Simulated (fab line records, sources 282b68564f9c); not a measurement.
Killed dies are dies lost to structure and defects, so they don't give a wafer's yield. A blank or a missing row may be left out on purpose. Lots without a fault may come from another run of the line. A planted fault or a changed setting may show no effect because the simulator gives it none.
fab line records | flow rit_cmos
record lots=15 wafers=45 last_day=7
route steps=202 shown ACTIVE@5 FOX2@24 NWELL@31 M1@202
lots that met no fault: from a run of the same line without faults
start_h: hours from the record's first day to the start of the lot's first wafer shown | wait_h: hours since the lot's step before | " the same as in the row above | L1.1+2: a row that stands for several wafers | - no value, or no start given | * or withheld: withheld | < > ~ a bound
route shown NAME@n: a module of which the file shows steps, and the number in the route of the first | usual: mean/standard deviation of fault-free wafers | same: alike in all rows | chamber/n: place in a boat | sites: the reading at each site | _std_site: their standard deviation | _edge_site: outer sites' mean less inner sites' | radius_mm: how far each site lies from the wafer's centre | mask NAME#n: copy n | behind: the tool/chamber that last shaped the wafer | hold: why the lot was held/for how many hours/how that ended | device: the transistor (n, p or np) that didn't switch | end of line: the same wafers' tests at the end of the route | a step without rows: its recipe alone | killed: dies lost to structure and defects at the first sort, not the wafer's yield | map: a wafer's dies, x killed, . not, _ none there
set.NAME: the setting as run; set.NAME@STEP: as run at that earlier step | model.NAME: the simulator's own value behind a step, which no gauge read
steps of the route over a sample of lots; a table a step, a row a wafer
services: from which hour (start_h, from the record's first day; less than 0 if before it) a tool's chamber was out of use, for how many hours, and why
## steps
# step RIT_ACTIVE_THK_MEAS_04
# recipe reads=Si3N4_of_ACTIVE_CVD_03
# usual ACTIVE_NITRIDE_THK=149.0/1.7
# columns lot.wafer tool chamber start_h wait_h ACTIVE_NITRIDE_THK[nm]
L679.3 film_metro-01 - 13.55 0.0 145.8
L679.4 " - " " 146.3
L679.5 " - " " 146.2
L680.1 film_metro-01 - 18.53 0.0 144.3
L680.5 " - " " 145.3
L680.6 " - " " 145.4
L681.1 film_metro-01 - 25.30 0.0 146.9
L681.4 " - " " 147.1
L681.5 " - " " 146.4
L682.1 film_metro-01 - 29.24 0.0 145.6
L682.2 " - " " 145.1
L682.5 " - " " 146.0
L683.2 film_metro-01 - 33.54 0.0 148.9
L683.5 " - " " 149.0
L683.6 " - " " 149.3
L684.1 film_metro-02 - 38.53 0.0 148.6
L684.2 " - " " 148.2
L684.4 " - " " 149.3
L686.2 film_metro-04 - 48.54 0.0 151.5
L686.5 " - " " 151.6
L686.6 " - " " 150.7
L688.1 film_metro-04 - 58.53 0.0 150.0
L688.5 " - " " 148.2
L688.6 " - " " 150.0
L689.1 film_metro-04 - 63.53 0.0 149.3
L689.2 " - " " 149.5
L689.4 " - " " 150.7
L692.2 film_metro-01 - 78.54 0.0 148.3
L692.3 " - " " 148.7
L692.4 " - " " 150.6
L695.1 film_metro-04 - 94.62 0.0 150.2
L695.3 " - " " 149.6
L695.4 " - " " 150.5
L696.2 film_metro-01 - 98.54 0.0 149.5
L696.3 " - " " 150.6
L696.5 " - " " 148.7
L697.2 film_metro-01 - 104.03 0.0 148.8
L697.3 " - " " 148.4
L697.6 " - " " 149.5
L698.1 film_metro-02 - 108.53 0.0 150.6
L698.4 " - " " 151.4
L698.6 " - " " 148.9
L702.4 film_metro-01 - 128.56 0.0 149.3
L702.5 " - " " 149.5
L702.6 " - " " 150.3
# step RIT_FOX2_THK_MEAS_01
# recipe reads=SiO2_of_FOX2_OXIDATION_00
# usual FOX2_OXIDE_THK=348/6.2
# columns lot.wafer tool chamber start_h wait_h FOX2_OXIDE_THK[nm]
L679.3 film_metro-02 - 18.63 0.0 338
L679.4 " - " " 338
L679.5 " - " " 336
L680.1 film_metro-01 - 23.37 0.0 357
L680.5 " - " " 353
L680.6 " - " " 356
L681.1 film_metro-02 - 30.24 0.0 342
L681.4 " - " " 353
L681.5 " - " " 344
L682.1 film_metro-01 - 34.86 0.0 346
L682.2 " - " " 353
L682.5 " - " " 352
L683.2 film_metro-03 - 40.02 0.0 346
L683.5 " - " " 344
L683.6 " - " " 347
L684.1 film_metro-01 - 43.77 0.0 344
L684.2 " - " " 349
L684.4 " - " " 349
L686.2 film_metro-03 - 54.39 0.0 345
L686.5 " - " " 347
L686.6 " - " " 345
L688.1 film_metro-03 - 64.00 0.0 346
L688.5 " - " " 344
L688.6 " - " " 353
L689.1 film_metro-02 - 68.44 0.0 348
L689.2 " - " " 346
L689.4 " - " " 340
L692.2 film_metro-03 - 85.10 0.0 349
L692.3 " - " " 352
L692.4 " - " " 353
L695.1 film_metro-01 - 100.09 0.2 363
L695.3 " - " " 356
L695.4 " - " " 354
L696.2 film_metro-03 - 103.34 0.0 350
L696.3 " - " " 349
L696.5 " - " " 359
L697.2 film_metro-03 - 109.02 0.0 344
L697.3 " - " " 346
L697.6 " - " " 346
L698.1 film_metro-01 - 114.48 0.0 352
L698.4 " - " " 348
L698.6 " - " " 352
L702.4 film_metro-03 - 134.40 0.0 343
L702.5 " - " " 340
L702.6 " - " " 342
# step RIT_NWELL_EXPOSE_03
# recipe mask_id=M2 na=0.57 target_cd_nm=43900 dose_mj=250
# usual reticle_temp_C=23.00/0.11
# columns lot.wafer tool chamber start_h wait_h mask reticle_temp_C
L679.3 iline_stepper-02 0 20.16 0.2 M2#0 22.97
L679.4 " 0 " " M2#0 22.93
L679.5 " 0 " " M2#0 23.00
L680.1 iline_stepper-01 0 24.88 0.2 M2#0 22.91
L680.5 " 0 " " M2#0 23.04
L680.6 " 0 " " M2#0 22.79
L681.1 iline_stepper-01 0 31.79 0.2 M2#0 22.92
L681.4 " 0 " " M2#0 23.04
L681.5 " 0 " " M2#0 23.06
L682.1 iline_stepper-01 0 36.39 0.1 M2#0 22.94
L682.2 " 0 " " M2#0 23.16
L682.5 " 0 " " M2#0 23.03
L683.2 iline_stepper-01 0 41.50 0.1 M2#0 22.94
L683.5 " 0 " " M2#0 22.87
L683.6 " 0 " " M2#0 22.89
L684.1 iline_stepper-02 0 45.38 0.2 M2#0 23.05
L684.2 " 0 " " M2#0 22.90
L684.4 " 0 " " M2#0 23.00
L686.2 iline_stepper-02 0 55.91 0.2 M2#0 23.08
L686.5 " 0 " " M2#0 23.23
L686.6 " 0 " " M2#0 23.19
L688.1 iline_stepper-02 0 65.66 0.2 M2#0 23.12
L688.5 " 0 " " M2#0 23.03
L688.6 " 0 " " M2#0 23.05
L689.1 iline_stepper-02 0 69.97 0.1 M2#0 23.13
L689.2 " 0 " " M2#0 23.14
L689.4 " 0 " " M2#0 23.18
L692.2 iline_stepper-01 0 86.63 0.2 M2#0 22.84
L692.3 " 0 " " M2#0 22.94
L692.4 " 0 " " M2#0 22.84
L695.1 iline_stepper-02 0 101.54 0.1 M2#0 22.92
L695.3 " 0 " " M2#0 22.92
L695.4 " 0 " " M2#0 23.07
L696.2 iline_stepper-01 0 104.93 0.2 M2#0 23.20
L696.3 " 0 " " M2#0 23.17
L696.5 " 0 " " M2#0 23.19
L697.2 iline_stepper-01 0 110.49 0.1 M2#0 22.88
L697.3 " 0 " " M2#0 22.94
L697.6 " 0 " " M2#0 22.91
L698.1 iline_stepper-01 0 115.87 0.1 M2#0 23.13
L698.4 " 0 " " M2#0 23.01
L698.6 " 0 " " M2#0 23.23
L702.4 iline_stepper-02 0 136.08 0.2 M2#0 22.88
L702.5 " 0 " " M2#0 23.03
L702.6 " 0 " " M2#0 22.90
# step RIT_NWELL_OVL_MEAS_06
# usual NWELL_OVL=-0.5/1.5
# columns lot.wafer tool chamber start_h wait_h NWELL_OVL[nm]
L679.3 overlay-01 - 20.57 - -1.8
L679.4 " - " " -1.6
L679.5 " - " " 0.2
L680.1 overlay-02 - 25.31 - 2.8
L680.5 " - " " 2.5
L680.6 " - " " 3.6
L681.1 overlay-02 - 32.22 - -1.1
L681.4 " - " " -0.9
L681.5 " - " " -0.7
L682.1 overlay-01 - 36.82 - 0.3
L682.2 " - " " -0.1
L682.5 " - " " 0.8
L683.2 overlay-02 - 41.91 - 0.2
L683.5 " - " " -0.5
L683.6 " - " " 0.4
L684.1 overlay-01 - 45.81 - -0.3
L684.2 " - " " 0.4
L684.4 " - " " -0.2
L686.2 overlay-02 - 56.33 - -3.9
L686.5 " - " " -4.6
L686.6 " - " " -4.2
L688.1 overlay-02 - 66.09 - 1.2
L688.5 " - " " 0.1
L688.6 " - " " 1.6
L689.1 overlay-02 - 70.40 - -0.2
L689.2 " - " " -1.0
L689.4 " - " " -1.6
L692.2 overlay-01 - 87.04 - -1.0
L692.3 " - " " -0.8
L692.4 " - " " -1.3
L695.1 overlay-02 - 101.97 - -0.1
L695.3 " - " " 1.0
L695.4 " - " " 0.0
L696.2 overlay-01 - 105.39 - -299.0
L696.3 " - " " -300.3
L696.5 " - " " -300.9
L697.2 overlay-02 - 110.90 - -299.5
L697.3 " - " " -299.0
L697.6 " - " " -301.0
L698.1 overlay-01 - 116.30 - -303.3
L698.4 " - " " -300.5
L698.6 " - " " -301.3
L702.4 overlay-01 - 136.47 - -3.9
L702.5 " - " " -1.1
L702.6 " - " " -1.1
# step RIT_NWELL_STRIP_09
# recipe chemistry=O2 time_s=180 resist=NOVOLAK platen_temp_c=withheld power_w=500 pressure_mtorr=4000 o2_flow_sccm=4000
# usual chamber_pressure_mTorr=4000/3.8 drypump_motor_current_A=5.5/0.39
# columns lot.wafer tool chamber start_h wait_h chamber_pressure_mTorr drypump_motor_current_A rf_hours_counter_h
L679.3 plasma_asher-01 1 21.23 0.1 4000 5.6 -
L679.4 " 0 " " 4007 5.3 -
L679.5 " 1 " " 3999 5.5 -
L680.1 plasma_asher-04 0 25.74 0.1 4001 5.9 39
L680.5 " 1 " " 4001 5.3 -
L680.6 " 0 " " 4000 5.9 -
L681.1 plasma_asher-04 0 32.65 0.1 4000 5.9 40
L681.4 " 0 " " 4006 6.0 -
L681.5 " 1 " " 3998 5.3 -
L682.1 plasma_asher-03 1 37.26 0.1 4002 5.9 37
L682.2 " 0 " " 4004 4.7 37
L682.5 " 1 " " 3999 5.9 -
L683.2 plasma_asher-03 1 42.39 0.1 3996 5.9 38
L683.5 " 1 " " 3999 5.9 -
L683.6 " 0 " " 4003 4.7 -
L684.1 plasma_asher-04 1 46.25 0.1 3999 5.4 41
L684.2 " 0 " " 3995 5.9 41
L684.4 " 1 " " 3993 5.4 -
L686.2 plasma_asher-04 1 56.76 0.1 4000 5.3 42
L686.5 " 0 " " 4004 5.9 -
L686.6 " 1 " " 4001 5.4 -
L688.1 plasma_asher-04 0 66.52 0.1 4002 5.9 43
L688.5 " 0 " " 4000 5.9 -
L688.6 " 1 " " 4000 5.4 -
L689.1 plasma_asher-04 1 70.84 0.1 3995 5.3 44
L689.2 " 0 " " 4005 5.9 44
L689.4 " 1 " " 4005 5.3 -
L692.2 plasma_asher-04 0 87.47 0.1 3996 5.9 45
L692.3 " 0 " " 4001 5.9 -
L692.4 " 1 " " 3998 5.4 -
L695.1 plasma_asher-03 1 102.41 0.1 3999 5.9 44
L695.3 " 0 " " 4005 4.7 -
L695.4 " 1 " " 4000 5.9 -
L696.2 plasma_asher-04 1 105.82 0.1 3996 5.3 47
L696.3 " 0 " " 4001 5.9 -
L696.5 " 0 " " 4001 5.9 -
L697.2 plasma_asher-01 0 111.33 0.1 3997 5.3 47
L697.3 " 1 " " 4005 5.5 -
L697.6 " 1 " " 4005 5.5 -
L698.1 plasma_asher-03 0 116.74 0.1 3995 4.7 47
L698.4 " 1 " " 4004 5.8 -
L698.6 " 0 " " 4005 4.7 -
L702.4 plasma_asher-04 0 137.06 0.1 4002 6.0 -
L702.5 " 0 " " 4002 5.9 -
L702.6 " 1 " " 3995 5.3 -
# step RIT_M1_PROBE_99
# usual killed_at_M0_to_M3=0.0/0.22 killed_at_contacts=0.0/0.18 killed_at_front_end=7/3.1 killed_dies=7/3.1 killed_on_rim=1.6/1.3 killed_open=3.2/2.1 killed_short=3.4/2
# same gross_dies=264 killed_at_M4_up=0 killed_at_back_side=0 killed_at_other=0
# columns lot.wafer tool chamber start_h wait_h killed_at_M0_to_M3 killed_at_contacts killed_at_front_end killed_dies killed_on_rim killed_open killed_short
L679.3 prober-02 - 57.06 0.2 0 0 10 10 3 5 5
L679.4 prober-02 - 57.11 0.2 1 0 12 13 4 6 7
L679.5 prober-02 - 57.16 0.2 0 0 6 6 1 4 2
L680.1 prober-01 - 62.81 0.1 0 0 6 6 0 2 4
L680.5 prober-01 - 63.01 0.2 0 0 4 4 0 2 2
L680.6 prober-01 - 63.06 0.2 0 0 6 6 3 4 2
L681.1 prober-02 - 68.26 0.1 0 0 7 7 4 4 3
L681.4 prober-02 - 68.41 0.2 0 0 13 13 3 5 8
L681.5 prober-02 - 68.46 0.2 0 0 6 6 1 2 4
L682.1 prober-01 - 73.48 0.1 0 0 8 8 1 4 4
L682.2 prober-01 - 73.53 0.1 0 0 8 8 2 4 4
L682.5 prober-01 - 73.68 0.2 0 0 8 8 3 2 6
L683.2 prober-02 - 78.14 0.1 0 0 9 9 2 1 8
L683.5 prober-02 - 78.29 0.2 0 0 7 7 2 5 2
L683.6 prober-02 - 78.34 0.2 0 0 6 6 1 3 3
L684.1 prober-01 - 84.57 0.1 0 0 7 7 1 3 4
L684.2 prober-01 - 84.62 0.1 0 0 7 7 3 1 6
L684.4 prober-01 - 84.72 0.2 0 0 6 6 4 1 5
L686.2 prober-01 - 93.48 0.1 0 0 11 11 1 6 5
L686.5 prober-01 - 93.63 0.2 0 0 6 6 1 4 2
L686.6 prober-01 - 93.68 0.2 1 1 6 8 1 5 3
L688.1 prober-01 - 107.65 0.1 1 0 2 3 0 0 3
L688.5 prober-01 - 107.85 0.2 0 0 4 4 1 2 2
L688.6 prober-01 - 107.90 0.2 0 0 4 4 3 2 2
L689.1 prober-02 - 108.67 0.1 0 0 11 11 5 8 3
L689.2 prober-02 - 108.72 0.1 0 0 4 4 2 0 4
L689.4 prober-02 - 108.82 0.2 0 0 13 13 3 7 6
L692.2 prober-02 - 130.78 0.1 0 0 10 10 3 6 4
L692.3 prober-02 - 130.83 0.2 0 0 3 3 0 2 1
L692.4 prober-02 - 130.88 0.2 0 0 9 9 2 3 6
L695.1 prober-02 - 138.80 0.1 0 0 6 6 0 5 1
L695.3 prober-02 - 138.90 0.2 0 0 1 1 0 0 1
L695.4 prober-02 - 138.95 0.2 0 0 8 8 1 2 6
L696.2 prober-02 - 142.02 0.1 0 0 11 11 3 3 8
L696.3 prober-02 - 142.07 0.2 0 0 3 3 2 1 2
L696.5 prober-02 - 142.17 0.2 0 0 1 1 0 1 0
L697.2 prober-01 - 146.82 0.1 0 0 3 3 2 1 2
L697.3 prober-01 - 146.87 0.2 0 0 6 6 3 5 1
L697.6 prober-01 - 147.02 0.2 0 0 5 5 0 4 1
L698.1 prober-02 - 153.47 0.1 0 0 5 5 2 2 3
L698.4 prober-02 - 153.62 0.2 0 0 4 4 2 2 2
L698.6 prober-02 - 153.72 0.2 0 0 12 12 2 9 3
L702.4 prober-02 - 173.17 0.2 0 0 4 4 1 1 3
L702.5 prober-02 - 173.22 0.2 0 0 6 6 2 1 5
L702.6 prober-02 - 173.27 0.2 0 1 4 5 2 0 5
# killed by level:class
L679.3 FOX1:geometric_particle:open=2 REOX:geometric_particle:short=2 SILICIDE:geometric_particle:open=2 FOX1:geometric_particle:short=1 GATE:geometric_particle:short=1 SILICIDE:geometric_particle:short=1 REOX:geometric_particle:open=1
L679.4 REOX:geometric_particle:short=4 REOX:geometric_particle:open=3 GATE:geometric_particle:open=2 SILICIDE:geometric_particle:short=2 SPACER:geometric_particle:open=1 M1:geometric_particle:short=1
L679.5 GATE:geometric_particle:open=3 FOX2:geometric_particle:short=1 GATE:geometric_particle:short=1 REOX:geometric_particle:open=1
L680.1 FOX1:geometric_particle:open=2 GATE:geometric_particle:short=2 FOX1:geometric_particle:short=1 FOX2:geometric_particle:short=1
L680.5 FOX1:geometric_particle:open=2 SPACER:geometric_particle:short=2
L680.6 SPACER:geometric_particle:open=3 ACTIVE:geometric_particle:short=1 GATE:geometric_particle:open=1 GATE:geometric_particle:short=1
L681.1 GATE:geometric_particle:short=3 GATE:geometric_particle:open=2 REOX:geometric_particle:open=1 SILICIDE:geometric_particle:open=1
L681.4 GATE:geometric_particle:short=4 GATE:geometric_particle:open=3 REOX:geometric_particle:open=2 FOX1:geometric_particle:short=1 FOX2:geometric_particle:short=1 REOX:geometric_particle:short=1 SPACER:geometric_particle:short=1
L681.5 REOX:geometric_particle:open=2 FOX1:geometric_particle:short=1 FOX2:geometric_particle:short=1 GATE:geometric_particle:short=1 REOX:geometric_particle:short=1
L682.1 GATE:geometric_particle:short=3 GATE:geometric_particle:open=2 REOX:geometric_particle:open=2 REOX:geometric_particle:short=1
L682.2 GATE:geometric_particle:open=3 SILICIDE:geometric_particle:short=3 GATE:geometric_particle:short=1 REOX:geometric_particle:open=1
L682.5 GATE:geometric_particle:short=3 ACTIVE:geometric_particle:short=1 FOX1:geometric_particle:open=1 REOX:geometric_particle:open=1 REOX:geometric_particle:short=1 SILICIDE:geometric_particle:short=1
L683.2 GATE:geometric_particle:short=4 FOX1:geometric_particle:short=2 FOX1:geometric_particle:open=1 FOX2:geometric_particle:short=1 SPACER:geometric_particle:short=1
L683.5 SILICIDE:geometric_particle:open=2 FOX1:geometric_particle:open=1 GATE:geometric_particle:short=1 GATE:geometric_particle:open=1 REOX:geometric_particle:open=1 SPACER:geometric_particle:short=1
L683.6 FOX1:geometric_particle:short=2 GATE:geometric_particle:open=2 FOX1:geometric_particle:open=1 GATE:geometric_particle:short=1
L684.1 REOX:geometric_particle:short=3 FOX2:geometric_particle:open=1 GATE:geometric_particle:open=1 GATE:geometric_particle:short=1 REOX:geometric_particle:open=1
L684.2 SPACER:geometric_particle:short=3 FOX1:geometric_particle:short=1 FOX1:geometric_particle:open=1 FOX2:geometric_particle:short=1 SILICIDE:geometric_particle:short=1
L684.4 FOX2:geometric_particle:short=2 GATE:geometric_particle:short=2 FOX2:geometric_particle:open=1 SILICIDE:geometric_particle:short=1
L686.2 GATE:geometric_particle:open=3 GATE:geometric_particle:short=2 SPACER:geometric_particle:short=2 SPACER:geometric_particle:open=2 REOX:geometric_particle:open=1 REOX:geometric_particle:short=1
L686.5 GATE:geometric_particle:open=2 GATE:geometric_particle:short=1 REOX:geometric_particle:short=1 SPACER:geometric_particle:open=1 SILICIDE:geometric_particle:open=1
L686.6 GATE:geometric_particle:open=2 FOX1:geometric_particle:short=1 FOX1:geometric_particle:open=1 REOX:geometric_particle:open=1 SILICIDE:geometric_particle:short=1 CONTACT:geometric_particle:open=1 M1:geometric_particle:short=1
L688.1 FOX1:geometric_particle:short=1 FOX2:geometric_particle:short=1 M1:geometric_particle:short=1
L688.5 FOX1:geometric_particle:open=1 REOX:geometric_particle:open=1 FOX2:geometric_particle:short=1 REOX:geometric_particle:short=1
L688.6 GATE:geometric_particle:short=1 GATE:geometric_particle:open=1 REOX:geometric_particle:short=1 SILICIDE:geometric_particle:open=1
L689.1 SPACER:geometric_particle:open=3 GATE:geometric_particle:open=2 FOX1:geometric_particle:short=1 FOX1:geometric_particle:open=1 FOX2:geometric_particle:open=1 GATE:geometric_particle:short=1 REOX:geometric_particle:short=1 SILICIDE:geometric_particle:open=1
L689.2 FOX1:geometric_particle:short=2 SPACER:geometric_particle:short=2
L689.4 SILICIDE:geometric_particle:open=3 GATE:geometric_particle:open=2 GATE:geometric_particle:short=2 REOX:geometric_particle:short=2 SILICIDE:geometric_particle:short=2 FOX2:geometric_particle:open=1 SPACER:geometric_particle:open=1
L692.2 FOX1:geometric_particle:short=3 FOX1:geometric_particle:open=2 FOX2:geometric_particle:open=2 GATE:geometric_particle:open=1 REOX:geometric_particle:open=1 SPACER:geometric_particle:short=1
L692.3 GATE:geometric_particle:open=1 GATE:geometric_particle:short=1 SILICIDE:geometric_particle:open=1
L692.4 GATE:geometric_particle:short=3 FOX1:geometric_particle:short=2 GATE:geometric_particle:open=2 FOX1:geometric_particle:open=1 SPACER:geometric_particle:short=1
L695.1 GATE:geometric_particle:open=2 SPACER:geometric_particle:open=2 FOX1:geometric_particle:open=1 GATE:geometric_particle:short=1
L695.3 REOX:geometric_particle:short=1
L695.4 GATE:geometric_particle:short=5 GATE:geometric_particle:open=2 SILICIDE:geometric_particle:short=1
L696.2 GATE:geometric_particle:short=3 SPACER:geometric_particle:short=3 FOX1:geometric_particle:short=2 GATE:geometric_particle:open=2 SPACER:geometric_particle:open=1
L696.3 FOX1:geometric_particle:open=1 GATE:geometric_particle:short=1 REOX:geometric_particle:short=1
L696.5 GATE:geometric_particle:open=1
L697.2 GATE:geometric_particle:short=2 SILICIDE:geometric_particle:open=1
L697.3 GATE:geometric_particle:open=2 FOX1:geometric_particle:open=1 FOX2:geometric_particle:open=1 GATE:geometric_particle:short=1 REOX:geometric_particle:open=1
L697.6 FOX2:geometric_particle:open=2 FOX1:geometric_particle:open=1 GATE:geometric_particle:short=1 REOX:geometric_particle:open=1
L698.1 SPACER:geometric_particle:short=2 GATE:geometric_particle:open=1 GATE:geometric_particle:short=1 SPACER:geometric_particle:open=1
L698.4 SILICIDE:geometric_particle:open=2 FOX2:geometric_particle:short=1 GATE:geometric_particle:short=1
L698.6 SPACER:geometric_particle:open=4 GATE:geometric_particle:open=3 FOX1:geometric_particle:short=1 FOX1:geometric_particle:open=1 FOX2:geometric_particle:open=1 GATE:geometric_particle:short=1 SPACER:geometric_particle:short=1
L702.4 SILICIDE:geometric_particle:short=2 REOX:geometric_particle:open=1 SPACER:geometric_particle:short=1
L702.5 GATE:geometric_particle:short=3 GATE:geometric_particle:open=1 REOX:geometric_particle:short=1 SPACER:geometric_particle:short=1
L702.6 FOX2:geometric_particle:short=1 GATE:geometric_particle:short=1 REOX:geometric_particle:short=1 SPACER:geometric_particle:short=1 CONTACT:geometric_particle:short=1
## services
# columns tool chamber start_h hours kind
iline_stepper-01 - 25.66 1.7 pm
iline_stepper-02 - 28.46 15.0 repair
iline_stepper-02 - 29.47 7.1 repair
iline_stepper-02 - 53.69 1.7 pm
plasma_asher-04 - 108.75 9.0 pm
plasma_asher-04 0 108.75 9.0 vent_cycle
plasma_asher-04 1 108.75 9.0 vent_cycle
plasma_asher-04 0 117.75 - clean
plasma_asher-04 1 117.75 - clean
iline_stepper-02 - 129.54 4.4 pm
## key
first_sign step=RIT_NWELL_OVL_MEAS_06 reading=NWELL_OVL direction=down sigmas=99+ usual=-0.5 struck=-300.5
effect none on later readings
met_at RIT_NWELL_EXPOSE_03
struck_lots L696,L697,L698
tester_left_out L696,L697,L698
not_acting_at RIT_ACTIVE_THK_MEAS_04,RIT_FOX2_THK_MEAS_01,RIT_NWELL_STRIP_09
onset_between 86.63 104.93
fault kind=scanner_matching_overlay tool=iline_stepper-01 chamber=- onset_h=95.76 steps=RIT_NWELL_EXPOSE_03 offset=-300
# tester_left_out: of these lots the tester's yield and bins aren't shown, on N5 and GAA mostly nor the transistor test; their killed dies are dies lost to structure and defects alone, not to doping, threshold or leakage, so they don't give the yield
